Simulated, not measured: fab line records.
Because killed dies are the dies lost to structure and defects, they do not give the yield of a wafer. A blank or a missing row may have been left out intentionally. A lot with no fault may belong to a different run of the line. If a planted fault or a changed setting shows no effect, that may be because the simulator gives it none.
2 desks, one fault ; flow berkeley-cmos170 ; numbers are kept per desk, each desk with only its own; the story behind them comes last

== TOOL OWNER'S DESK, rie-diel-02 ==
The tool's own readings at UCB170_V2_ETCH_14 (etches SiO2 in CHF3/CF4/Ar, stops on Al, target depth 1250 nm, time 291 s): means of the sampled wafers that have a number, for each lot that ran on this tool. If a lot's mean is further than 4 standard deviations from the usual mean, the lot is out of limits and carries the mark OUT (the distance appears in the brackets).
Columns: A = drypump-motor-current-A at UCB170_V2_ETCH_14, usual 5.5 A; B = oes-product-au at UCB170_V2_ETCH_14, usual 0.875 a.u.; C = throttle-valve-pct at UCB170_V2_ETCH_14, usual 6.98 %
lot;first seen here;A;B;C
L861;day 8 13:17;5.3;0.878;7.03
L864;day 9 14:25;5.5;0.869;6.95
L868;day 9 20:59;5.5;0.879;7.06
L872;day 10 19:05;5.2;0.875;6.95
L878;day 11 18:00;5.3;0.875;6.95
L879;day 12 08:34;5.3;0.877;7.02
Result from this desk: across the 6 lots, nothing is out of limits.

== THE METROLOGY DESK ==
Lot by lot, what the gauges showed, no matter which tool ran the lot: averages of those sampled wafers that carry a number. If a lot's mean is further than 4 standard deviations from the usual mean, the lot is out of limits and carries the mark OUT (the distance appears in the brackets).
Columns: A = M2_OVL at UCB170_M2_OVL_MEAS_16, usual -4 nm; B = V2_BOW at UCB170_V2_BOW_MEAS_03, usual 38 um
lot;first seen here;A;B
L858;day 7 17:05;1;33
L857;day 7 17:27;-5;37
L859;day 8 00:28;2;37
L861;day 8 10:44;-4;43
L862;day 8 19:25;0;33
L863;day 8 19:40;-2;42
L864;day 9 11:44;-8;35
L866;day 9 14:58;-1;38
L868;day 9 18:21;-0;40
L872;day 10 15:54;-2;38
L874;day 11 14:25;-6;42
L875;day 11 15:07;-10;40
L878;day 11 15:17;-3;35
L879;day 12 03:05;-17;35
Result from this desk: across the 14 lots, nothing is out of limits.

== ALL TOGETHER ==
The desk of the tool owner found nothing out of limits.
The metrology desk saw nothing out of limits.

== WHAT THE SIMULATOR HAD INSERTED ==
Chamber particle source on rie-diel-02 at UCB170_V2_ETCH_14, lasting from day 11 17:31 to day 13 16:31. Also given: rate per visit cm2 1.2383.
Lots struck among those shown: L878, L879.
